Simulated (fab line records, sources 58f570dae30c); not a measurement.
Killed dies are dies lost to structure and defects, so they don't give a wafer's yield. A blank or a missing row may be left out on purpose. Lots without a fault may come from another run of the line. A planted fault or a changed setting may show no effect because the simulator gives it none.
Which tool did it? | flow berkeley_cmos170 | 15 lots, 45 wafers sampled, at 3 steps of a route of 331

WHAT THE GAUGES READ, wafer by wafer
UCB170_CONTACT_OVL_MEAS_16.
lot  | measured     | on         | CONTACT_OVL (nm)
L555 | day 7 15:07  | overlay-02 | -5 -1 -9
L556 | day 8 09:38  | overlay-02 | 6 7 4
L557 | day 8 17:04  | overlay-01 | -12 -12 -4
L563 | day 9 23:26  | overlay-02 | -2 -1 5
L565 | day 9 23:41  | overlay-02 | -2 0 -2
L564 | day 9 23:48  | overlay-02 | 4 9 4
L571 | day 11 02:59 | overlay-02 | -3 -10 2
L570 | day 11 03:55 | overlay-02 | -6 0 -2
L569 | day 11 04:43 | overlay-01 | 1 -1 0
L573 | day 11 18:38 | overlay-01 | -2 1 1
L572 | day 11 18:53 | overlay-02 | 2 8 3
L577 | day 12 05:35 | overlay-01 | 0 -4 -3
L574 | day 12 05:49 | overlay-01 | -10 -8 -1
L576 | day 12 08:20 | overlay-01 | 11 8 10
L578 | day 13 04:05 | overlay-01 | 5 -4 0

UCB170_M1_THK_MEAS_02: measures by xrf.
lot  | measured     | on            | M1_AL_THK (nm)
L555 | day 7 16:08  | film_metro-04 | 614 611 606
L556 | day 8 10:25  | film_metro-04 | 597 615 607
L557 | day 8 17:52  | film_metro-03 | 600 612 610
L563 | day 10 00:16 | film_metro-02 | 600 590 601
L565 | day 10 00:29 | film_metro-03 | 601 590 592
L564 | day 10 00:35 | film_metro-04 | 610 617 619
L571 | day 11 03:50 | film_metro-04 | 604 601 606
L570 | day 11 04:41 | film_metro-03 | 603 593 606
L569 | day 11 05:30 | film_metro-04 | 595 601 595
L573 | day 11 19:26 | film_metro-03 | 591 594 595
L572 | day 11 19:40 | film_metro-04 | 606 605 607
L577 | day 12 07:22 | film_metro-04 | 598 599 599
L574 | day 12 07:23 | film_metro-02 | 599 603 595
L576 | day 12 09:13 | film_metro-03 | 595 599 604
L578 | day 13 04:53 | film_metro-04 | 614 600 617

WHICH TOOL RAN EACH LOT (tool, then ch and the chambers of the sampled wafers, then the start)
lot  | UCB170_M1_SPUTTER_00
L555 | pvd_sputter-04, day 7 15:56
L556 | pvd_sputter-01, day 8 10:14
L557 | pvd_sputter-01, day 8 17:41
L563 | pvd_sputter-01, day 10 00:05
L565 | pvd_sputter-04, day 10 00:16
L564 | pvd_sputter-03, day 10 00:23
L571 | pvd_sputter-04, day 11 03:38
L570 | pvd_sputter-03, day 11 04:30
L569 | pvd_sputter-01, day 11 05:19
L573 | pvd_sputter-01, day 11 19:16
L572 | pvd_sputter-04, day 11 19:29
L577 | pvd_sputter-04, day 12 07:11
L574 | pvd_sputter-01, day 12 07:11
L576 | pvd_sputter-01, day 12 09:01
L578 | pvd_sputter-04, day 13 04:41
- UCB170_M1_SPUTTER_00: material Al, target thk 600 nm, time 80 s.

WHAT THE TOOLS THEMSELVES READ (means of the sampled wafers that have a number; where no wafer has one, the mark that the record gives instead)
UCB170_M1_SPUTTER_00.
lot  | tool           | throttle_valve_pct (%)
L555 | pvd_sputter-04 | 30.5
L556 | pvd_sputter-01 | 30.4
L557 | pvd_sputter-01 | 31.3
L563 | pvd_sputter-01 | 30.1
L565 | pvd_sputter-04 | 30.1
L564 | pvd_sputter-03 | 29.5
L571 | pvd_sputter-04 | 30.5
L570 | pvd_sputter-03 | 28.8
L569 | pvd_sputter-01 | 30.8
L573 | pvd_sputter-01 | 31.5
L572 | pvd_sputter-04 | 29.6
L577 | pvd_sputter-04 | 30.4
L574 | pvd_sputter-01 | 30.6
L576 | pvd_sputter-01 | 30.8
L578 | pvd_sputter-04 | 30.3

THE ANSWER, worked out from the rows above alone
Rule: what is usual is taken from the lots themselves. Put in order of their means at a reading, lots are off if they are a third of the lots or fewer, leave a main group of 4 or more, and stand apart from it by a gap of 3 or more times the standard deviation of the main group's means; of several such gaps the widest counts. A main group whose means are all the same, to the digits that the tables above print for the reading, isn't used. A lot without any number at a reading at which 4 lots or more have one is off too. The other lots that the step has rows for count as sound. The gauges are gone through in route order, then the tools' own readings, and for those a lot's mean is taken as printed above. The first step at which some lot is off is used, and at that step the reading that is off furthest; a lot without a number counts as furthest.
No lot is off at any reading shown: from this, nothing can be told.

WHAT THE SIMULATOR HAD PUT IN
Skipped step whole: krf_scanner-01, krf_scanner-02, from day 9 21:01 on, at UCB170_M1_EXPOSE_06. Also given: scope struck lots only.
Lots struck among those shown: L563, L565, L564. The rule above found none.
